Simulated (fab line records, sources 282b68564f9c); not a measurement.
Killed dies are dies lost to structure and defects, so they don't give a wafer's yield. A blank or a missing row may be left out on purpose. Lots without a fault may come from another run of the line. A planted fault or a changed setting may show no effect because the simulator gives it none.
Split-lot experiment | flow rit_cmos | 5 lots, 23 wafers read, on a route of 202 steps

THE SPLIT
At RIT_PWELL_IMPLANT_08, the setting energy_kev was moved away from the recipe's 170 on 11 of the 23 wafers read, by -3.5% to +5.2%. The other wafers ran this setting at the recipe's value.

The reading is taken at the split's own step.

THE READING
implant.drp_nm (the simulator's own value, which no gauge read), in nm, at RIT_PWELL_IMPLANT_08. The file gives no usual value for it.

wafer  | tool, chamber at the split | energy_kev as run | against the recipe | implant.drp_nm, nm | against lot-mates on the recipe
L074.1 | implanter-02, 0            | 178.8             | +5.2%              | 104.3              | +1.4
L074.4 | implanter-02, 0            | 178.8             | +5.2%              | 104.3              | +1.4
L074.6 | implanter-02, 0            | 178.8             | +5.2%              | 104.3              | +1.4
L074.2 | implanter-02, 0            | 170               | recipe             | 102.9              | -
L074.5 | implanter-02, 0            | 170               | recipe             | 102.9              | -
L078.1 | implanter-01, 0            | 170               | recipe             | 102.9              | -
L078.2 | implanter-01, 0            | 170               | recipe             | 102.9              | -
L078.5 | implanter-01, 0            | 170               | recipe             | 102.9              | -
L079.1 | implanter-02, 0            | 170               | recipe             | 102.9              | -
L079.6 | implanter-02, 0            | 170               | recipe             | 102.9              | -
L079.2 | implanter-02, 0            | 178.6             | +5.1%              | 104.2              | +1.3
L079.4 | implanter-02, 0            | 178.6             | +5.1%              | 104.2              | +1.3
L079.5 | implanter-02, 0            | 178.6             | +5.1%              | 104.2              | +1.3
L080.2 | implanter-01, 0            | 165.6             | -2.6%              | 102                | -0.9
L080.3 | implanter-01, 0            | 165.6             | -2.6%              | 102                | -0.9
L080.4 | implanter-01, 0            | 165.6             | -2.6%              | 102                | -0.9
L080.5 | implanter-01, 0            | 170               | recipe             | 102.9              | -
L080.6 | implanter-01, 0            | 170               | recipe             | 102.9              | -
L084.1 | implanter-01, 0            | 164.1             | -3.5%              | 101.6              | -1.3
L084.4 | implanter-01, 0            | 164.1             | -3.5%              | 101.6              | -1.3
L084.2 | implanter-01, 0            | 170               | recipe             | 102.9              | -
L084.3 | implanter-01, 0            | 170               | recipe             | 102.9              | -
L084.6 | implanter-01, 0            | 170               | recipe             | 102.9              | -

THE FIT
A straight line over all 23 wafers: implant.drp_nm changes by +0.292 nm for each +1% of energy_kev; r = +0.99; the points scatter about the line by 0.099 nm.
The same after taking each lot's own level away (the mean of its wafers on the recipe; 23 wafers): +0.292 nm for each +1%; r = +0.99; scatter 0.099 nm.
On that fit, the largest move of energy_kev shifts the reading by 1.5 nm.
The lots' own levels span 102.90 to 102.90 nm.
So the lot-to-lot level changes the slope little: the two slopes agree.
Check: with one of the wafers moved furthest among these (+5.2%) left out of the fit, the line predicts +1.44 nm for it against its lot-mates. It came out at +1.4 nm against them.

OTHER SPLITS ON THESE WAFERS
These wafers also went through other splits before the reading. Each is held against what the fit with the lots' levels taken away leaves over:
other split on the same wafers    | wafers away from the commonest value | r with implant.drp_nm (lot level and that fit taken away)
RIT_ACTIVE_OXIDATION_01 ox_time_s | 18                                   | +0.16
RIT_FOX1_OXIDATION_00 ox_time_s   | 15                                   | +0.15
RIT_NWELL_COAT_01 spin_rpm        | 7                                    | +0.04
RIT_NWELL_HARDBAKE_07 temp_c      | 8                                    | +0.40

THE WHOLE CHAIN: every reading that the file lists as answering this split, in the file's order
step                 | what it does | reading                                                         | change (the file's fit)               | r (the file's)
RIT_PWELL_IMPLANT_08 |              | implant.rp_nm (the simulator's own value, which no gauge read)  | +3.67 nm for each +1% of the setting  | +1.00
RIT_PWELL_IMPLANT_08 |              | implant.drp_nm (the simulator's own value, which no gauge read) | +0.293 nm for each +1% of the setting | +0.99

THE FILE'S OWN FIT
implant.drp_nm changes by +0.293 nm for each +1% of energy_kev, r = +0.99.
